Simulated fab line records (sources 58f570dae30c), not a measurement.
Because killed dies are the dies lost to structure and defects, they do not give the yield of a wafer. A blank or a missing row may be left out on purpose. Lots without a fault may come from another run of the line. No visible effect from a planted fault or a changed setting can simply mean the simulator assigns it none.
Matching of chambers ; flow berkeleyCmos170 ; UCB170_GATE_ETCH_15 on rieSi-02: 4 sister chambers
The step etches poly-Si in HBr/Cl2, stops on SiO2, time 56.3 s, target depth 278.2 nm. 8 wafers are shown with their chamber, then 7 later ones without.

== WAFERS PAIRED WITH THEIR CHAMBERS ==
wafer;chamber;drypumpMotorCurrentA (A);throttleValvePct (%)
L505.4;3;6.4;26.26
L510.4;2;6.2;26.52
L510.6;2;6.2;26.53
L511.2;0;6.7;26.55
L511.3;3;6.5;26.41
L511.6;1;5.8;26.72
L512.2;1;5.8;26.71
L512.4;0;6.7;26.56

== WAFERS MISSING THEIR CHAMBER ==
wafer;drypumpMotorCurrentA (A);throttleValvePct (%)
L512.5;6.4;26.40
L520.1;6.4;26.40
L520.2;5.8;26.71
L520.3;6.6;26.54
L524.1;5.8;26.72
L524.3;6.7;26.55
L524.5;6.4;26.40

== THE CHAMBER EACH PASSED THROUGH ==
wafer;from the rows above;in truth
L512.5;3;3
L520.1;3;3
L520.2;1;1
L520.3;0;0
L524.1;1;1
L524.3;0;0
L524.5;3;3
Correctly placed: 7 of 7. Number that these rows cannot place: 0. Wrongly placed: 0.
How it was worked out, from the rows above alone: a wafer's distance from a chamber is the root of the sum, over the readings, of the square of ((its reading less the chamber's mean) divided by the reading's scatter). The wafer belongs to the nearest chamber; if the next one is less than 2 further off, it can't be placed. The mean given for a chamber averages the wafers shown for that chamber. The scatter is the square root of a quotient: the sum, over the shown wafers, of each reading's squared deviation from its chamber's mean, divided by wafers minus chambers.
